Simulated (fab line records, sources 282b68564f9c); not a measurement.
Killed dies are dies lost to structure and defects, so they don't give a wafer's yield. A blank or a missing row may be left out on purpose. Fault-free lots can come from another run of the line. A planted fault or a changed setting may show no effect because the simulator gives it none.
fab line records	flow ritCmos
record: lots: 7	wafers: 21	lastDay: 6
route steps=202 shown SDANNEAL@156 PSD@157 NSD@158 PLDD@159 NLDD@160 SILICIDE@161 CONTACT@168 M1@202
lots that met no fault: from a run of the same line without faults
startH: the number of hours between the record's first day and the start of the first shown wafer of the lot	waitH: hours since the lot's step before	" unchanged from the row above	L1.1+2: a single row standing in for several wafers	- no value, or no start given	* or withheld: withheld	< > ~ a bound
route shown NAME@n: names a module that has steps shown in the file, with the first one's number in the route	usual: mean and standard deviation over wafers with no fault	same: alike in all rows	chamber/n: place in a boat	sites: readings site by site	_std_site: their standard deviation	_edge_site: mean of outer sites minus mean of inner sites	radiusMm: for every site, how far away it sits from the centre of the wafer	mask NAME#n: copy n	behind: the last tool/chamber to shape the wafer	hold: reason for holding the lot/hours on hold/outcome of the hold	device: the transistor (n, p or np) that didn't switch	end of line: the same wafers' tests at the end of the route	a step with no rows: only its recipe	killed: not the wafer's yield, but the dies lost to structure and defects at the first sort	map: shows each die of a wafer: x if killed, . if not, _ if none is there
set.NAME: the setting the step ran with; set.NAME@STEP: the setting that earlier step ran with	model.NAME: the simulator's own value behind a step, which no gauge read
lots seen at some steps along the route; tables by step, rows by wafer
services: from which hour (startH, from the record's first day; less than 0 if before it) a tool's chamber was out of use, for how many hours, and why
== steps ==
step: RIT_SDANNEAL_RTA_03
recipe: tempC: 1050	timeS: 5	idleTempC: 600	rampUpCPerS: 342	rampDownCPerS: 171	coolToC: 600	ambient: N2
usual: wafer_temp_C_max: 1053.5/1.2
lot.wafer	tool	chamber	startH	waitH	wafer_temp_C_max
L946.1	rtpAnneal-01	0	71.26	0.0	1052.2
L946.4	"	0	"	"	1054.8
L946.5	"	0	"	"	1052.3
L950.2	rtpAnneal-01	0	90.41	0.0	1054.0
L950.3	"	0	"	"	1051.1
L950.5	"	0	"	"	1053.9
L951.4	rtpAnneal-02	0	96.09	0.0	1055.4
L951.5	"	0	"	"	1053.2
L951.6	"	0	"	"	1053.0
L952.3	rtpAnneal-01	0	99.92	0.0	1052.7
L952.5	"	0	"	"	1055.2
L952.6	"	0	"	"	1054.5
L953.3	rtpAnneal-02	0	103.79	0.0	1057.1
L953.5	"	0	"	"	1052.6
L953.6	"	0	"	"	1053.1
L960.2	rtpAnneal-01	0	137.48	0.0	1054.3
L960.3	"	0	"	"	1053.2
L960.5	"	0	"	"	1051.9
L962.2	rtpAnneal-01	0	147.59	0.0	1054.6
L962.3	"	0	"	"	1051.7
L962.5	"	0	"	"	1052.6
step: RIT_SDANNEAL_RS_MEAS_04
recipe: thkMeasGauge: four-point-probe
usual: PSD_RS: 115.98/0.24
lot.wafer	tool	chamber	startH	waitH	PSD_RS[ohm/sq]
L946.1	filmMetro-03	-	71.32	0.0	116.33
L946.4	"	-	"	"	115.64
L946.5	"	-	"	"	115.69
L950.2	filmMetro-01	-	90.48	0.1	116.07
L950.3	"	-	"	"	116.11
L950.5	"	-	"	"	116.09
L951.4	filmMetro-03	-	96.18	0.1	116.06
L951.5	"	-	"	"	115.70
L951.6	"	-	"	"	115.73
L952.3	filmMetro-03	-	100.00	0.1	116.46
L952.5	"	-	"	"	116.17
L952.6	"	-	"	"	116.30
L953.3	filmMetro-02	-	103.87	0.1	116.32
L953.5	"	-	"	"	115.94
L953.6	"	-	"	"	115.75
L960.2	filmMetro-03	-	137.55	0.1	115.67
L960.3	"	-	"	"	115.51
L960.5	"	-	"	"	115.63
L962.2	filmMetro-02	-	147.66	0.1	115.92
L962.3	"	-	"	"	115.74
L962.5	"	-	"	"	115.89
step: RIT_SDANNEAL_RS_MEAS_05
recipe: thkMeasGauge: four-point-probe
usual: NSD_RS: 84.48/0.29
lot.wafer	tool	chamber	startH	waitH	NSD_RS[ohm/sq]
L946.1	filmMetro-03	-	71.44	0.1	84.32
L946.4	"	-	"	"	84.08
L946.5	"	-	"	"	84.23
L950.2	filmMetro-01	-	90.60	0.1	84.45
L950.3	"	-	"	"	84.49
L950.5	"	-	"	"	84.57
L951.4	filmMetro-03	-	96.30	0.1	84.61
L951.5	"	-	"	"	84.45
L951.6	"	-	"	"	84.81
L952.3	filmMetro-03	-	100.12	0.1	84.10
L952.5	"	-	"	"	84.40
L952.6	"	-	"	"	83.96
L953.3	filmMetro-02	-	103.99	0.1	84.63
L953.5	"	-	"	"	84.70
L953.6	"	-	"	"	84.52
L960.2	filmMetro-03	-	137.67	0.1	83.86
L960.3	"	-	"	"	84.27
L960.5	"	-	"	"	84.12
L962.2	filmMetro-02	-	147.78	0.1	84.92
L962.3	"	-	"	"	84.60
L962.5	"	-	"	"	84.69
step: RIT_SDANNEAL_RS_MEAS_06
recipe: thkMeasGauge: four-point-probe
usual: PLDD_RS: 178.7/0.5
lot.wafer	tool	chamber	startH	waitH	PLDD_RS[ohm/sq]
L946.1	filmMetro-03	-	71.56	0.1	178.7
L946.4	"	-	"	"	178.3
L946.5	"	-	"	"	178.8
L950.2	filmMetro-01	-	90.72	0.1	178.6
L950.3	"	-	"	"	178.8
L950.5	"	-	"	"	178.7
L951.4	filmMetro-03	-	96.42	0.1	179.3
L951.5	"	-	"	"	178.7
L951.6	"	-	"	"	178.5
L952.3	filmMetro-03	-	100.24	0.1	178.5
L952.5	"	-	"	"	178.3
L952.6	"	-	"	"	178.1
L953.3	filmMetro-02	-	104.11	0.1	179.2
L953.5	"	-	"	"	179.7
L953.6	"	-	"	"	178.6
L960.2	filmMetro-03	-	137.79	0.1	178.3
L960.3	"	-	"	"	177.8
L960.5	"	-	"	"	178.4
L962.2	filmMetro-02	-	147.90	0.1	179.5
L962.3	"	-	"	"	178.7
L962.5	"	-	"	"	179.0
step: RIT_SDANNEAL_RS_MEAS_07
recipe: thkMeasGauge: four-point-probe
usual: NLDD_RS: 151.6/0.43
lot.wafer	tool	chamber	startH	waitH	NLDD_RS[ohm/sq]
L946.1	filmMetro-03	-	71.68	0.1	151.2
L946.4	"	-	"	"	151.0
L946.5	"	-	"	"	150.8
L950.2	filmMetro-01	-	90.84	0.1	152.1
L950.3	"	-	"	"	152.1
L950.5	"	-	"	"	151.4
L951.4	filmMetro-03	-	96.54	0.1	151.0
L951.5	"	-	"	"	151.3
L951.6	"	-	"	"	151.2
L952.3	filmMetro-03	-	100.36	0.1	152.3
L952.5	"	-	"	"	151.7
L952.6	"	-	"	"	152.0
L953.3	filmMetro-02	-	104.23	0.1	151.5
L953.5	"	-	"	"	151.7
L953.6	"	-	"	"	151.4
L960.2	filmMetro-03	-	137.91	0.1	151.4
L960.3	"	-	"	"	151.3
L960.5	"	-	"	"	150.9
L962.2	filmMetro-02	-	148.02	0.1	151.8
L962.3	"	-	"	"	151.2
L962.5	"	-	"	"	151.6
step: RIT_SILICIDE_WET_ETCH_00
recipe: chemistry: BOE	target: SiO2	targetDepthNm: 14	timeS: 15	dry: n2Spin	dilution: 10:1	tempC: 21.5
step: RIT_SILICIDE_SPUTTER_01
recipe: material: Ti	targetThkNm: 30	powerW: 350	chamberPressurePa: 0.667	gas: Ar	timeS: 240	substrateTempC: 25
usual: throttleValvePct: 29.6/1
lot.wafer	tool	chamber	startH	waitH	throttleValvePct
L946.1	pvdSputter-03	-	71.81	0.0	29.6
L946.4	"	-	"	"	29.0
L946.5	"	-	"	"	29.8
L950.2	pvdSputter-03	-	90.95	0.0	28.8
L950.3	"	-	"	"	31.0
L950.5	"	-	"	"	30.9
L951.4	pvdSputter-04	-	96.61	0.0	29.9
L951.5	"	-	"	"	29.5
L951.6	"	-	"	"	27.8
L952.3	pvdSputter-03	-	100.45	0.0	29.7
L952.5	"	-	"	"	29.1
L952.6	"	-	"	"	30.7
L953.3	pvdSputter-04	-	104.32	0.0	30.0
L953.5	"	-	"	"	27.5
L953.6	"	-	"	"	29.6
L960.2	pvdSputter-03	-	138.03	0.0	29.0
L960.3	"	-	"	"	30.9
L960.5	"	-	"	"	28.8
L962.2	pvdSputter-03	-	148.13	0.0	29.8
L962.3	"	-	"	"	28.8
L962.5	"	-	"	"	30.6
step: RIT_SILICIDE_RS_MEAS_02
recipe: thkMeasGauge: four-point-probe	reads: Ti_of_SILICIDE_SPUTTER_01
usual: SILICIDE_TI_RS: 47.8/0.66
lot.wafer	tool	chamber	startH	waitH	SILICIDE_TI_RS[ohm/sq]
L946.1	filmMetro-04	-	71.96	0.1	47.8
L946.4	"	-	"	"	48.1
L946.5	"	-	"	"	48.0
L950.2	filmMetro-03	-	91.12	0.1	47.2
L950.3	"	-	"	"	47.6
L950.5	"	-	"	"	48.2
L951.4	filmMetro-04	-	96.82	0.1	48.2
L951.5	"	-	"	"	47.9
L951.6	"	-	"	"	47.8
L952.3	filmMetro-01	-	100.64	0.1	48.3
L952.5	"	-	"	"	46.8
L952.6	"	-	"	"	48.1
L953.3	filmMetro-03	-	104.51	0.1	48.2
L953.5	"	-	"	"	47.9
L953.6	"	-	"	"	48.8
L960.2	filmMetro-04	-	138.20	0.1	48.2
L960.3	"	-	"	"	49.0
L960.5	"	-	"	"	48.4
L962.2	filmMetro-04	-	148.30	0.1	49.4
L962.3	"	-	"	"	47.7
L962.5	"	-	"	"	48.8
step: RIT_SILICIDE_THK_MEAS_03
recipe: thkMeasGauge: xrf	reads: Ti_of_SILICIDE_SPUTTER_01
usual: SILICIDE_TI_THK: 30.0/0.34
lot.wafer	tool	chamber	startH	waitH	SILICIDE_TI_THK[nm]
L946.1	filmMetro-04	-	72.08	0.1	30.1
L946.4	"	-	"	"	29.8
L946.5	"	-	"	"	29.9
L950.2	filmMetro-03	-	91.23	0.1	30.4
L950.3	"	-	"	"	29.9
L950.5	"	-	"	"	29.8
L951.4	filmMetro-04	-	96.91	0.1	29.9
L951.5	"	-	"	"	30.1
L951.6	"	-	"	"	30.0
L952.3	filmMetro-01	-	100.74	0.1	29.6
L952.5	"	-	"	"	30.4
L952.6	"	-	"	"	29.8
L953.3	filmMetro-03	-	104.61	0.1	29.8
L953.5	"	-	"	"	29.8
L953.6	"	-	"	"	29.4
L960.2	filmMetro-04	-	138.31	0.1	29.8
L960.3	"	-	"	"	29.4
L960.5	"	-	"	"	29.6
L962.2	filmMetro-04	-	148.41	0.1	29.2
L962.3	"	-	"	"	30.0
L962.5	"	-	"	"	29.5
step: RIT_SILICIDE_RTA_04
recipe: tempC: 650	timeS: 10	idleTempC: 25	rampUpS: 5	rampDownS: 5	coolToC: 25	ambient: N2
usual: wafer_temp_C_max: 653.8/0.75
lot.wafer	tool	chamber	startH	waitH	wafer_temp_C_max
L946.1	rtpAnneal-02	0	72.14	0.1	653.6
L946.4	"	0	"	"	653.8
L946.5	"	0	"	"	655.6
L950.2	rtpAnneal-02	0	91.29	0.1	653.0
L950.3	"	0	"	"	653.3
L950.5	"	0	"	"	653.4
L951.4	rtpAnneal-01	0	96.97	0.1	653.7
L951.5	"	0	"	"	654.7
L951.6	"	0	"	"	655.0
L952.3	rtpAnneal-02	0	100.81	0.1	653.6
L952.5	"	0	"	"	653.2
L952.6	"	0	"	"	652.7
L953.3	rtpAnneal-01	0	104.67	0.1	654.4
L953.5	"	0	"	"	653.6
L953.6	"	0	"	"	654.4
L960.2	rtpAnneal-02	0	138.37	0.1	655.2
L960.3	"	0	"	"	653.3
L960.5	"	0	"	"	654.3
L962.2	rtpAnneal-02	0	148.47	0.1	654.0
L962.3	"	0	"	"	652.5
L962.5	"	0	"	"	653.0
step: RIT_SILICIDE_WET_ETCH_05
recipe: chemistry: SPM	target: Ti	tempC: 90	timeS: 120	dry: n2Spin
step: RIT_SILICIDE_RTA_06
recipe: tempC: 750	timeS: 10	idleTempC: 25	rampUpS: 5	rampDownS: 10	coolToC: 25	ambient: N2
usual: wafer_temp_C_max: 754.4/0.88
lot.wafer	tool	chamber	startH	waitH	wafer_temp_C_max
L946.1	rtpAnneal-01	0	72.26	0.0	753.3
L946.4	"	0	"	"	753.4
L946.5	"	0	"	"	754.8
L950.2	rtpAnneal-01	0	91.40	0.0	755.4
L950.3	"	0	"	"	754.5
L950.5	"	0	"	"	753.9
L951.4	rtpAnneal-02	0	97.08	0.0	754.5
L951.5	"	0	"	"	754.3
L951.6	"	0	"	"	754.4
L952.3	rtpAnneal-01	0	100.91	0.0	755.5
L952.5	"	0	"	"	756.2
L952.6	"	0	"	"	754.1
L953.3	rtpAnneal-02	0	104.78	0.0	753.6
L953.5	"	0	"	"	755.3
L953.6	"	0	"	"	753.9
L960.2	rtpAnneal-01	0	138.48	0.0	756.7
L960.3	"	0	"	"	754.3
L960.5	"	0	"	"	756.0
L962.2	rtpAnneal-01	0	148.58	0.0	754.3
L962.3	"	0	"	"	755.4
L962.5	"	0	"	"	755.5
step: RIT_CONTACT_CVD_00
recipe: material: SiO2	targetThkNm: 400	precursor: TEOS	tempC: 390	timeS: 61	rfW: 400
usual: heaterPowerW: 329/43	rfFwdPowerW: 396.2/1.7
lot.wafer	tool	chamber	startH	waitH	heaterPowerW	rfFwdPowerW
L946.1	pecvd-02	1	72.32	0.1	304	395.4
L946.4	"	1	"	"	323	394.8
L946.5	"	0	"	"	325	396.7
L950.2	pecvd-01	0	91.45	0.0	-	-
L950.3	"	1	"	"	-	-
L950.5	"	2	"	"	-	-
L951.4	pecvd-04	2	97.14	0.0	-	-
L951.5	"	1	"	"	-	-
L951.6	"	0	"	"	-	-
L952.3	pecvd-02	1	100.96	0.0	-	-
L952.5	"	1	"	"	-	-
L952.6	"	0	"	"	-	-
L953.3	pecvd-01	0	104.82	0.0	322	397.3
L953.5	"	1	"	"	290	399.2
L953.6	"	0	"	"	327	397.3
L960.2	pecvd-04	0	138.54	0.0	376	396.1
L960.3	"	1	"	"	378	395.3
L960.5	"	0	"	"	390	398.0
L962.2	pecvd-01	0	148.64	0.0	286	395.4
L962.3	"	1	"	"	305	396.6
L962.5	"	1	"	"	223	396.2
step: RIT_CONTACT_HMDS_02
recipe: primeTimeS: 60	primeTempC: 140
step: RIT_CONTACT_COAT_03
recipe: resist: NOVOLAK	spinRpm: 3250	resistThkNm: 1000
step: RIT_CONTACT_SOFTBAKE_04
recipe: resist: NOVOLAK	tempC: 90	timeS: 60
step: RIT_CONTACT_EXPOSE_05
recipe: maskId: M11	na: 0.6	sourceShape: conventional	sigmaOuter: 0.5	targetCdNm: 1000	doseMj: 250
step: RIT_CONTACT_PEB_06
recipe: resist: NOVOLAK	tempC: withheld	timeS: withheld
step: RIT_CONTACT_DEVELOP_07
recipe: resist: NOVOLAK	developTimeS: 120	devTempC: 23
step: RIT_CONTACT_CD_MEAS_08
recipe: targetCdNm: 1000
usual: cdNm: 1000.5/2.3
lot.wafer	tool	chamber	startH	waitH	cdNm
L946.1	cdSem-02	-	73.40	-	997.4
L946.4	"	-	"	"	998.0
L946.5	"	-	"	"	999.0
L950.2	cdSem-02	-	92.55	-	999.7
L950.3	"	-	"	"	999.3
L950.5	"	-	"	"	1000.8
L951.4	cdSem-02	-	98.38	-	998.7
L951.5	"	-	"	"	998.6
L951.6	"	-	"	"	998.0
L952.3	cdSem-02	-	102.08	-	1001.9
L952.5	"	-	"	"	1000.9
L952.6	"	-	"	"	1001.3
L953.3	cdSem-02	-	106.07	-	1000.2
L953.5	"	-	"	"	1000.0
L953.6	"	-	"	"	1000.6
L960.2	cdSem-02	-	139.63	-	1001.6
L960.3	"	-	"	"	1003.8
L960.5	"	-	"	"	1005.0
L962.2	cdSem-01	-	149.86	-	999.5
L962.3	"	-	"	"	999.1
L962.5	"	-	"	"	998.6
step: RIT_CONTACT_OVL_MEAS_09
usual: CONTACT_OVL: 1.2/1.4
lot.wafer	tool	chamber	startH	waitH	CONTACT_OVL[nm]
L946.1	overlay-02	-	73.52	0.1	0.1
L946.4	"	-	"	"	0.1
L946.5	"	-	"	"	-0.5
L950.2	overlay-02	-	92.66	0.1	0.6
L950.3	"	-	"	"	2.3
L950.5	"	-	"	"	3.2
L951.4	overlay-01	-	98.46	0.1	1.9
L951.5	"	-	"	"	4.1
L951.6	"	-	"	"	3.2
L952.3	overlay-02	-	102.17	0.1	0.7
L952.5	"	-	"	"	1.1
L952.6	"	-	"	"	-0.2
L953.3	overlay-02	-	106.16	0.1	1.8
L953.5	"	-	"	"	2.9
L953.6	"	-	"	"	2.6
L960.2	overlay-01	-	139.74	0.1	-0.5
L960.3	"	-	"	"	0.7
L960.5	"	-	"	"	1.6
L962.2	overlay-02	-	149.97	0.1	3.0
L962.3	"	-	"	"	5.0
L962.5	"	-	"	"	3.2
step: RIT_CONTACT_HARDBAKE_10
recipe: resist: NOVOLAK	tempC: 140	timeS: 60
step: RIT_CONTACT_ETCH_11
recipe: targetDepthA: 4800	overEtchFrac: 0.2	stopOn: TiSi2	chemistry: CHF3/CF4/Ar	target: SiO2	CHF3_flow_sccm: 50	cf4FlowSccm: 10	Ar_flow_sccm: 100	O2_flow_sccm: 5	pressureMtorr: 100	rfW: 200	timeS: 320
usual: cf4FlowSccm: 10.00/0.03	drypumpMotorCurrentA: 5.8/0.36	oesProductAu: 0.989/0.014	throttleValvePct: 8.88/0.1
lot.wafer	tool	chamber	startH	waitH	cf4FlowSccm	drypumpMotorCurrentA	oesProductAu	rfHoursCounterH	throttleValvePct	model.etch.depthNm	model.CONTACT.featureDepthNm
L946.1	rieDiel-02	2	73.71	0.1	10.01	5.3	0.975	109	8.82	393.2	393.2
L946.4	"	0	"	"	9.98	6.2	0.978	160	9.07	398.6	398.6
L946.5	"	0	"	"	9.99	6.2	0.974	-	9.07	396.5	396.5
L950.2	rieDiel-01	2	92.84	0.1	9.99	5.5	0.963	146	8.93	0	1e-09
L950.3	"	0	"	"	10.02	5.8	0.947	6	8.84	0	1e-09
L950.5	"	0	"	"	10.02	5.8	0.938	-	8.84	0	1e-09
L951.4	rieDiel-02	1	98.72	0.1	9.99	5.3	0.956	-	8.88	0	1e-09
L951.5	"	2	"	"	9.98	5.3	0.923	-	8.82	0	1e-09
L951.6	"	3	"	"	10.03	5.9	0.952	-	8.92	0	1e-09
L952.3	rieDiel-04	2	102.34	0.1	9.97	6.2	0.924	128	8.71	0	1e-09
L952.5	"	1	"	"	9.99	6.3	0.941	-	8.82	0	1e-09
L952.6	"	0	"	"	10.03	6.1	0.911	-	8.89	0	1e-09
L953.3	rieDiel-01	2	106.33	0.1	10.05	5.6	1.021	146	8.93	398.5	398.5
L953.5	"	0	"	"	10.01	5.8	1.000	-	8.85	407.8	407.8
L953.6	"	1	"	"	10.05	5.5	1.003	-	9.09	401.8	401.8
L960.2	rieDiel-01	3	139.92	0.1	10.01	5.3	0.985	16	8.80	392.4	392.4
L960.3	"	0	"	"	9.97	5.8	0.999	7	8.84	394.6	394.6
L960.5	"	1	"	"	9.95	5.6	1.002	-	9.08	399	399
L962.2	rieDiel-04	0	150.20	0.1	9.97	6.1	0.970	38	8.87	401.4	401.4
L962.3	"	1	"	"	10.00	6.3	0.993	129	8.82	403.9	403.9
L962.5	"	2	"	"	10.04	6.2	0.980	-	8.72	403.3	403.3
step: RIT_CONTACT_STRIP_12
recipe: chemistry: O2	timeS: 180	resist: NOVOLAK	platenTempC: withheld	powerW: 500	pressureMtorr: 4000	o2FlowSccm: 4000
usual: drypumpMotorCurrentA: 5.7/0.35
lot.wafer	tool	chamber	startH	waitH	drypumpMotorCurrentA	rfHoursCounterH
L946.1	plasmaAsher-02	0	73.90	0.1	5.3	41
L946.4	"	1	"	"	6.0	-
L946.5	"	0	"	"	5.3	-
L950.2	plasmaAsher-01	0	93.03	0.1	5.7	30
L950.3	"	0	"	"	5.8	-
L950.5	"	0	"	"	5.8	-
L951.4	plasmaAsher-02	0	98.88	0.1	5.3	-
L951.5	"	0	"	"	5.4	-
L951.6	"	1	"	"	6.0	-
L952.3	plasmaAsher-01	0	102.59	0.2	5.7	-
L952.5	"	0	"	"	5.8	-
L952.6	"	1	"	"	5.4	-
L953.3	plasmaAsher-01	1	106.58	0.2	5.4	-
L953.5	"	1	"	"	5.4	-
L953.6	"	0	"	"	5.7	-
L960.2	plasmaAsher-04	0	140.11	0.1	6.3	51
L960.3	"	1	"	"	5.7	-
L960.5	"	0	"	"	6.3	-
L962.2	plasmaAsher-01	0	150.39	0.1	5.8	37
L962.3	"	0	"	"	5.8	-
L962.5	"	0	"	"	5.8	-
step: RIT_CONTACT_CD_MEAS_90
recipe: targetCdNm: 1000
usual: cdNm: 1000.3/2.3
lot.wafer	tool	chamber	startH	waitH	cdNm
L946.1	cdSem-01	-	74.08	0.1	997.0
L946.4	"	-	"	"	998.1
L946.5	"	-	"	"	999.4
L950.2	cdSem-01	-	93.23	0.1	-
L950.3	"	-	"	"	-
L950.5	"	-	"	"	-
L951.4	cdSem-01	-	99.05	0.1	-
L951.5	"	-	"	"	-
L951.6	"	-	"	"	-
L952.3	cdSem-01	-	102.75	0.1	-
L952.5	"	-	"	"	-
L952.6	"	-	"	"	-
L953.3	cdSem-01	-	106.74	0.1	1000.3
L953.5	"	-	"	"	999.8
L953.6	"	-	"	"	1000.0
L960.2	cdSem-01	-	140.31	0.1	1001.7
L960.3	"	-	"	"	1003.4
L960.5	"	-	"	"	1005.0
L962.2	cdSem-01	-	150.59	0.1	999.0
L962.3	"	-	"	"	998.9
L962.5	"	-	"	"	998.3
step: RIT_CONTACT_CLEAN_13
recipe: chemistry: SC1	mix: 3:3:50	timeS: 600	tempC: 75
step: RIT_M1_PROBE_99
usual: killedAtContacts: 0.1/0.31	killedAtFrontEnd: 6.3/2.7	killedDies: 6.4/2.7	killedOnRim: 1.7/1.4	killedOpen: 3.3/2	killedShort: 3/1.8
same: grossDies: 264	killed_at_M0_to_M3: 0	killed_at_M4_up: 0	killedAtBackSide: 0	killedAtOther: 0
lot.wafer	tool	chamber	startH	waitH	killedAtContacts	killedAtFrontEnd	killedDies	killedOnRim	killedOpen	killedShort
L950.2	prober-02	-	98.04	0.1	263	1	264	70	0	1
L950.3	prober-02	-	98.09	0.2	263	1	264	70	1	0
L950.5	prober-02	-	98.19	0.2	261	3	264	70	0	3
L951.4	prober-01	-	104.02	0.2	264	0	264	70	0	0
L951.5	prober-01	-	104.07	0.2	261	3	264	70	1	2
L951.6	prober-01	-	104.12	0.2	263	1	264	70	0	1
L952.3	prober-02	-	107.47	0.2	263	1	264	70	0	1
L952.5	prober-02	-	107.57	0.2	264	0	264	70	0	0
L952.6	prober-02	-	107.62	0.2	263	1	264	70	0	1
L953.3	prober-01	-	111.30	0.2	0	6	6	1	4	2
L953.5	prober-01	-	111.40	0.2	0	8	8	4	4	3
L953.6	prober-01	-	111.45	0.2	0	5	5	4	2	2
L960.2	prober-01	-	144.85	0.1	0	7	7	0	4	3
L960.3	prober-01	-	144.90	0.2	0	7	7	4	4	3
L960.5	prober-01	-	145.00	0.2	0	13	13	4	6	6
killed by level:class
L950.2 CONTACT:lostPattern=261 CONTACT:areaCvd=2 GATE:geometricParticle:short=1
L950.3 CONTACT:lostPattern=260 CONTACT:areaCvd=3 GATE:geometricParticle:open=1
L950.5 CONTACT:lostPattern=259 CONTACT:areaCvd=2 FOX1:geometricParticle:short=1 GATE:geometricParticle:short=1 SILICIDE:geometricParticle:short=1
L951.4 CONTACT:lostPattern=264
L951.5 CONTACT:lostPattern=260 GATE:geometricParticle:short=2 FOX1:geometricParticle:open=1 CONTACT:areaCvd=1
L951.6 CONTACT:lostPattern=263 FOX2:geometricParticle:short=1
L952.3 CONTACT:lostPattern=261 CONTACT:areaCvd=2 SILICIDE:geometricParticle:short=1
L952.5 CONTACT:lostPattern=264
L952.6 CONTACT:lostPattern=262 SILICIDE:geometricParticle:short=1 CONTACT:areaCvd=1
L953.3 GATE:geometricParticle:open=3 GATE:geometricParticle:short=2 FOX1:geometricParticle:open=1
L953.5 GATE:geometricParticle:short=2 REOX:geometricParticle:open=2 REOX:geometricParticle:short=1 SPACER:geometricParticle:open=1 SILICIDE:geometricParticle:open=1 NLDD:coatMicrobubblePrinted=1
L953.6 GATE:geometricParticle:short=2 FOX1:geometricParticle:open=1 REOX:geometricParticle:open=1 NLDD:coatMicrobubblePrinted=1
L960.2 GATE:geometricParticle:open=3 GATE:geometricParticle:short=2 FOX1:geometricParticle:short=1 REOX:geometricParticle:open=1
L960.3 SPACER:geometricParticle:open=2 SILICIDE:geometricParticle:open=2 FOX1:geometricParticle:short=1 GATE:geometricParticle:short=1 REOX:geometricParticle:short=1
L960.5 REOX:geometricParticle:short=3 REOX:geometricParticle:open=2 SILICIDE:geometricParticle:open=2 SILICIDE:geometricParticle:short=2 FOX1:geometricParticle:open=1 GATE:geometricParticle:open=1 GATE:geometricParticle:short=1 NWELL:coatMicrobubblePrinted=1
map L950.2 (x killed, . not)
________xxxxxxx_______
_____xxxxxxxxxxxxx____
____xxxxxxxxxxxxxxx___
___xxxxxxxxxxxxxxxxx__
__xxxxxxxxxxxxxxxxxxx_
__xxxxxxxxxxxxxxxxxxx_
_xxxxxxxxxxxxxxxxxxxxx
_xxxxxxxxxxxxxxxxxxxxx
_xxxxxxxxxxxxxxxxxxxxx
_xxxxxxxxxxxxxxxxxxxxx
__xxxxxxxxxxxxxxxxxxx_
__xxxxxxxxxxxxxxxxxxx_
___xxxxxxxxxxxxxxxxx__
____xxxxxxxxxxxxxxx___
_____xxxxxxxxxxxxx____
________xxxxxxx_______
map L951.4 (x killed, . not)
________xxxxxxx_______
_____xxxxxxxxxxxxx____
____xxxxxxxxxxxxxxx___
___xxxxxxxxxxxxxxxxx__
__xxxxxxxxxxxxxxxxxxx_
__xxxxxxxxxxxxxxxxxxx_
_xxxxxxxxxxxxxxxxxxxxx
_xxxxxxxxxxxxxxxxxxxxx
_xxxxxxxxxxxxxxxxxxxxx
_xxxxxxxxxxxxxxxxxxxxx
__xxxxxxxxxxxxxxxxxxx_
__xxxxxxxxxxxxxxxxxxx_
___xxxxxxxxxxxxxxxxx__
____xxxxxxxxxxxxxxx___
_____xxxxxxxxxxxxx____
________xxxxxxx_______
== services ==
tool	chamber	startH	hours	kind
pvdSputter-04	-	62.21	2.7	repair
pecvd-04	-	67.12	6.0	pm
plasmaAsher-04	-	68.49	0.4	repair
rieDiel-01	-	73.54	2.8	pm
rieDiel-04	-	79.32	1.1	repair
rieDiel-02	3	92.04	2.6	repair
rieDiel-02	0	98.03	-	clean
rieDiel-02	0	98.03	22.5	scheduledDown
rieDiel-02	0	98.03	22.5	ventCycle
plasmaAsher-02	-	108.75	9.0	pm
plasmaAsher-02	0	108.75	9.0	ventCycle
plasmaAsher-02	1	108.75	9.0	ventCycle
pecvd-04	0	114.96	13.0	repair
plasmaAsher-02	0	117.75	-	clean
plasmaAsher-02	1	117.75	-	clean
pecvd-02	-	124.91	6.0	pm
rieDiel-01	2	135.85	16.0	repair
plasmaAsher-04	-	144.55	14.6	pm
pvdSputter-04	-	147.69	5.4	repair
== key ==
firstSign: step: RIT_CONTACT_CVD_00	reading: toolRecord	direction: missing
effect: step: RIT_CONTACT_ETCH_11	reading: oesProductAu	direction: down	sigmas: 3.4	usual: 0.989	struck: 0.939
effect: step: RIT_CONTACT_CD_MEAS_90	reading: cdNm	direction: missing
effect: step: RIT_M1_PROBE_99	reading: killedAtContacts	direction: up	sigmas: 99+	usual: 0.1	struck: 262.8
modelEffect: step: RIT_CONTACT_ETCH_11	value: etch.depthNm	without: 399.1	struck: 0
metAt RIT_CONTACT_CVD_00
struckWafers L950.2,L950.3,L950.5,L951.4,L951.5,L951.6,L952.3,L952.5,L952.6
laterRowsLeftOut L950.2,L950.3,L950.5,L951.4,L951.5,L951.6,L952.3,L952.5,L952.6
testerLeftOut L950,L951,L952
onsetBetween 72.32 91.45
fault: kind: skippedStepWhole	tool: pecvd-01,pecvd-02,pecvd-04	chamber: -	onsetH: 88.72	steps: RIT_CONTACT_CVD_00	scope: struckLotsOnly
testerLeftOut: of these lots the tester's yield and bins aren't shown, on N5 and GAA mostly nor the transistor test; their killed dies are dies lost to structure and defects alone, not to doping, threshold or leakage, so they don't give the yield
laterRowsLeftOut: the simulator's readings of these wafers behind a module that went badly wrong aren't trusted and aren't shown, but for the sort
